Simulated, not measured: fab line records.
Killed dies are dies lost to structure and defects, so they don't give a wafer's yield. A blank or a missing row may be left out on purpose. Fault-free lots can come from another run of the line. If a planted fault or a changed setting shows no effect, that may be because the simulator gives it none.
Commonality check across tools | flow rit cmos | 15 lots, 45 wafers sampled

WHY THIS WAS OPENED
RIT_GATE_THK_MEAS_09, reading GATE_POLY_THK: flagged on 3 of 15 lots. Wafers without a fault read 248.2 nm, standard deviation 2.4.
Rule: a lot gets a flag if all its wafers with a number sit over 4 standard deviations from that mean, or if no wafer of it has a number. The other lots count as sound.

lot  | measured    | on            | GATE_POLY_THK (nm), wafer by wafer | flag
L216 | day 2 18:33 | film metro-03 | 252.8 249.6 251.4                  |
L217 | day 3 00:58 | film metro-04 | 250.4 252.5 251.7                  |
L218 | day 3 04:01 | film metro-02 | 246.7 245.9 245.4                  |
L219 | day 3 04:52 | film metro-03 | 249.6 248.6 247.8                  |
L221 | day 3 17:35 | film metro-03 | 247.6 247.2 247.9                  |
L222 | day 3 19:10 | film metro-03 | 250.4 251.3 249.7                  |
L223 | day 4 07:28 | film metro-02 | 250.4 250.6 252.3                  |
L224 | day 4 10:22 | film metro-04 | 244.9 246.5 244.7                  |
L226 | day 4 18:16 | film metro-03 | 248.8 248.9 246.8                  |
L227 | day 5 04:47 | film metro-03 | 248.0 248.5 247.2                  |
L228 | day 5 10:25 | film metro-03 | 500.8 500.1 502.7                  | FLAGGED
L230 | day 5 16:46 | film metro-04 | 497.7 497.9 499.1                  | FLAGGED
L232 | day 6 10:37 | film metro-04 | 245.6 245.9 247.1                  |
L236 | day 7 05:56 | film metro-04 | 499.1 501.1 500.2                  | FLAGGED
L239 | day 7 17:07 | film metro-02 | 245.9 246.8 246.2                  |
Flagged lots average 499.9 nm: +251.7 nm relative to the usual, that is +99 or more standard deviations.

WHICH TOOL EACH LOT WENT THROUGH
The record holds 1 process step before the reading, out of a route of 202 steps. Every cell lists first the tool, next ch and the chambers used by the sampled wafers, and last the start.
lot  | flag    | RIT_GATE_CVD_08
L216 |         | lpcvd-01 ch 1, day 2 16:56
L217 |         | lpcvd-01 ch 1, day 2 23:20
L218 |         | lpcvd-02 ch 1, day 3 02:23
L219 |         | lpcvd-01 ch 0, day 3 03:14
L221 |         | lpcvd-02 ch 1, day 3 15:56
L222 |         | lpcvd-01 ch 0, day 3 17:32
L223 |         | lpcvd-02 ch 0, day 4 05:02
L224 |         | lpcvd-02 ch 1, day 4 07:56
L226 |         | lpcvd-02 ch 1, day 4 15:50
L227 |         | lpcvd-02 ch 1, day 5 03:10
L228 | FLAGGED | lpcvd-01 ch 0, day 5 05:23
L230 | FLAGGED | lpcvd-02 ch 1, day 5 11:44
L232 |         | lpcvd-01 ch 1, day 6 08:11
L236 | FLAGGED | lpcvd-02 ch 1, day 7 02:31
L239 |         | lpcvd-01 ch 1, day 7 14:42
What the steps here do:
- RIT_GATE_CVD_08: deposits poly-Si from SiH4, target thk 250 nm, time 2220 s.
- RIT_GATE_THK_MEAS_09

FLAGGED AGAINST TOTAL, ONE TOOL AT A TIME (gauges that did the reading follow at the end)
step                 | tool          | lots run | flagged | share of the flagged lots | sound lots run after its first flagged lot
RIT_GATE_CVD_08      | lpcvd-01      | 7        | 1       | some                      | 2 (L232,L239)
RIT_GATE_CVD_08      | lpcvd-02      | 8        | 2       | some                      | 0
RIT_GATE_THK_MEAS_09 | film metro-02 | 3        | 0       | none                      | -
RIT_GATE_THK_MEAS_09 | film metro-03 | 7        | 1       | some                      | 0
RIT_GATE_THK_MEAS_09 | film metro-04 | 5        | 2       | some                      | 1 (L232)

WHAT IS ALLOWED BY THE TABLE
No row of the table ran every flagged lot.

WHAT HAD BEEN PUT IN BY THE SIMULATOR
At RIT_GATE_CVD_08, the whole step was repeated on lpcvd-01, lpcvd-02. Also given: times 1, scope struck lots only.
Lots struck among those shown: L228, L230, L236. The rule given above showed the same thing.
